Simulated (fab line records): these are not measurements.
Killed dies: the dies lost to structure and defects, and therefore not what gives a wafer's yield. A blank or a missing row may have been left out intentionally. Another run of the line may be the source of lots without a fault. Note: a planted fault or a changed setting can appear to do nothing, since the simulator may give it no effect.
A lot that was struck, set against a sound lot    flow rit-cmos    15 out of 202 route steps
Sound: these wafers, L384.4, L384.5, L384.6. Struck: wafer L390.5 (L390.1, L390.4, from the same lot, were not struck and are left out); the cause is given at the end.
Order at every step that has rows: each side's tool, ch and its chambers, its first start. Under that, the readings that differ: sound wafers    struck wafers    difference of the means    sigmas: that difference in standard deviations of wafers without a fault.
alike: same words and numbers on both sides, and readings whose means sit less than 2 such deviations apart. not compared: any withheld reading, any reading some wafer has no value for, any bound like >300 that may hide the same value, and any number with overlapping values for which the record gives no deviation.
The two part at a step that has a row with sigmas, a row that says differs or no value, or rows on one side only. Non-overlapping numbers with no deviation appear without sigmas and do not part them. Lack of a reading on every wafer of one side parts them only where that side has two or more wafers.

RIT_M1_SPUTTER_00: material Al, target thk 400 nm, time 500 s.
  sound on pvd-sputter-02 at day 4 23:22; struck on pvd-sputter-02 at day 6 06:38
  alike: throttle-valve-pct
RIT_M1_RS_MEAS_01: measures by four-point-probe.
  sound on film-metro-01 at day 4 23:43; struck on film-metro-02 at day 6 06:56
  alike: M1_AL_RS
RIT_M1_THK_MEAS_02: measures by xrf.
  sound on film-metro-01 at day 4 23:49; struck on film-metro-02 at day 6 07:03
  alike: M1_AL_THK
then, 6 steps without rows for these wafers: RIT_M1_HMDS_03 (prime time 60 s); RIT_M1_COAT_04 (resist thk 1300 nm); RIT_M1_SOFTBAKE_05 (time 60 s); RIT_M1_EXPOSE_06 (exposes mask M12, target cd 2600 nm); RIT_M1_PEB_07; RIT_M1_DEVELOP_08 (develop time 68 s).
RIT_M1_CD_MEAS_09: target cd 2600 nm.
  sound on cd-sem-01 at day 5 01:00; struck on cd-sem-02 at day 6 07:59
  alike: cd-nm
RIT_M1_OVL_MEAS_10:
  sound on overlay-01 at day 5 01:05; struck on overlay-02 at day 6 08:07
  alike: M1_OVL
then, 1 step without rows for these wafers: RIT_M1_HARDBAKE_11 (time 120 s).
RIT_M1_METAL_ETCH_12: etches Al in Cl2/BCl3, stops on SiO2, time 165 s, target depth 600 nm.
  sound on rie-metal-02 ch 0,1, day 5 01:25; struck on rie-metal-02 ch 0, day 6 08:24
reading                                   sound              struck  difference  sigmas
model.NOVOLAK_of_M1_COAT_04.thk-nm (nm)   818 822.2 814.3    707.4   -110.8      
model.M1.feature-depth-nm (nm)            444.3 444.8 447.9  454     +8          
model.SiO2_of_CONTACT_CVD_00.thk-nm (nm)  381.5 377.3 373.6  364.4   -13.1       
  alike: drypump-motor-current-A, oes-product-au, throttle-valve-pct
  not compared: rf-hours-counter-h
then, 1 step without rows for these wafers: RIT_M1_STRIP_13 (strips in nmp, time 600 s).
RIT_M1_PROBE_99:
  sound on prober-02 at day 5 03:46; struck on prober-02 at day 6 10:51
reading                                sound                       struck    difference  sigmas
model.etest.antenna-m1.vt-shift-v (V)  -0.01189 -0.01021 -0.01404  -0.01973  -0.00768    
  alike: defect-limited-yield, killed-at-contacts, killed-at-front-end, killed-dies, killed-open, killed-short, sort_bin_3_pad_short, sort_bin_5_function, sort_bin_6_memory, sort-n-pass, sort-yield-pct

WHERE THEY PART
Nowhere in this record.

WHY: what had been put in by the simulator
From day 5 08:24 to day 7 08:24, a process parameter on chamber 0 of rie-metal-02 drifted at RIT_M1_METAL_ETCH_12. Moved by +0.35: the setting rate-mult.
